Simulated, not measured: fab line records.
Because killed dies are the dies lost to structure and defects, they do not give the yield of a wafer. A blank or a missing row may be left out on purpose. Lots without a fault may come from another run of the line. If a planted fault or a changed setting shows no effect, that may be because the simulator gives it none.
Check for tools in common + flow rit-cmos + 42 wafers sampled across 14 lots

## WHY THIS WAS OPENED
At RIT_ACTIVE_CD_MEAS_90 the reading cd-nm is flagged on 2 of 14 lots. Fault-free wafers read 1400.7 nm, with a standard deviation of 1.9.
Rule: a lot is flagged in two cases, either no wafer of it has a number, or all its wafers with numbers fall more than 4 standard deviations from that mean. As for the other lots, they are considered sound.

| lot  | measured    | on        | cd-nm (nm), wafer by wafer | flag    |
|------|-------------|-----------|----------------------------|---------|
| L134 | day 1 15:12 | cd-sem-02 | 1399.1 1399.8 1399.5       |         |
| L135 | day 1 20:01 | cd-sem-01 | 1400.7 1400.4 1401.1       |         |
| L137 | day 2 06:10 | cd-sem-02 | 1398.6 1400.2 1401.8       |         |
| L138 | day 2 11:05 | cd-sem-01 | 1397.7 1398.1 1399.2       |         |
| L140 | day 2 22:19 | cd-sem-01 | 1399.7 1399.6 1398.4       |         |
| L141 | day 3 03:13 | cd-sem-02 | 1397.1 1396.6 1396.4       |         |
| L143 | day 3 12:01 | cd-sem-01 | 1402.5 1403.0 1403.3       |         |
| L145 | day 3 23:19 | cd-sem-02 | 1400.4 1402.1 1399.2       |         |
| L146 | day 4 04:33 | cd-sem-02 | 1399.8 1401.6 1402.4       |         |
| L148 | day 4 13:53 | cd-sem-01 | 1397.2 1397.6 1399.4       |         |
| L149 | day 4 18:40 | cd-sem-02 | 1383.7 1384.0 1385.0       | FLAGGED |
| L150 | day 4 23:02 | cd-sem-01 | 1384.4 1385.0 1384.7       | FLAGGED |
| L155 | day 6 00:05 | cd-sem-02 | 1401.2 1398.5 1398.7       |         |
| L157 | day 6 10:08 | cd-sem-02 | 1401.5 1399.3 1401.4       |         |
On average the flagged lots' numbers are 1384.5 nm, which is -16.2 nm against the usual, or -9 standard deviations.

## WHICH TOOL EACH LOT WENT THROUGH
The record keeps 1 process step preceding the reading, out of 202 steps on the route. Each cell gives the tool, then ch followed by the chambers the sampled wafers passed through, then the start.
| lot  | flag    | RIT_ACTIVE_HARDBAKE_12           |
|------|---------|----------------------------------|
| L134 |         | litho-track-02 ch 0, day 1 14:44 |
| L135 |         | litho-track-03 ch 0, day 1 19:34 |
| L137 |         | litho-track-03 ch 0, day 2 05:43 |
| L138 |         | litho-track-02 ch 0, day 2 10:34 |
| L140 |         | litho-track-02 ch 0, day 2 21:52 |
| L141 |         | litho-track-03 ch 0, day 3 02:46 |
| L143 |         | litho-track-01 ch 0, day 3 11:34 |
| L145 |         | litho-track-02 ch 0, day 3 22:52 |
| L146 |         | litho-track-02 ch 0, day 4 04:05 |
| L148 |         | litho-track-03 ch 0, day 4 13:26 |
| L149 | FLAGGED | litho-track-02 ch 0, day 4 18:12 |
| L150 | FLAGGED | litho-track-02 ch 0, day 4 22:35 |
| L155 |         | litho-track-03 ch 0, day 5 23:38 |
| L157 |         | litho-track-01 ch 0, day 6 09:41 |
What the steps here do:
- RIT_ACTIVE_HARDBAKE_12: time 60 s.
- RIT_ACTIVE_CD_MEAS_90: target cd 1400 nm.

## FLAGGED OVER TOTAL, TOOL BY TOOL (the gauges that took the reading come last)
| step                   | tool           | lots run | flagged | share of the flagged lots | sound lots run after its first flagged lot |
|------------------------|----------------|----------|---------|---------------------------|--------------------------------------------|
| RIT_ACTIVE_HARDBAKE_12 | litho-track-01 | 2        | 0       | none                      | -                                          |
| RIT_ACTIVE_HARDBAKE_12 | litho-track-02 | 7        | 2       | all                       | 0                                          |
| RIT_ACTIVE_HARDBAKE_12 | litho-track-03 | 5        | 0       | none                      | -                                          |
| RIT_ACTIVE_CD_MEAS_90  | cd-sem-01      | 6        | 1       | some                      | 0                                          |
| RIT_ACTIVE_CD_MEAS_90  | cd-sem-02      | 8        | 1       | some                      | 2 (L155,L157)                              |

## WHAT THE TABLE PERMITS
In the table, 1 row covers all flagged lots: litho-track-02 at RIT_ACTIVE_HARDBAKE_12.
- litho-track-02 at RIT_ACTIVE_HARDBAKE_12 ran 7 lots, 2 of them flagged. Its last sound lot is L146 (day 4 04:05), its first flagged lot L149 (day 4 18:12): a fault that began between those two fits. Its own readings lie more than 4 standard deviations out on every wafer of the flagged lots: heater-power-total-W, plate-temp-C.
Just one tool remains: litho-track-02 at RIT_ACTIVE_HARDBAKE_12.

## WHAT HAD BEEN PUT IN BY THE SIMULATOR
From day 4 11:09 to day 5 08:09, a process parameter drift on litho-track-02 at RIT_ACTIVE_HARDBAKE_12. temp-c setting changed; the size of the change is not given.
Shown lots that were struck: L149, L150. The rule above reached the same finding.
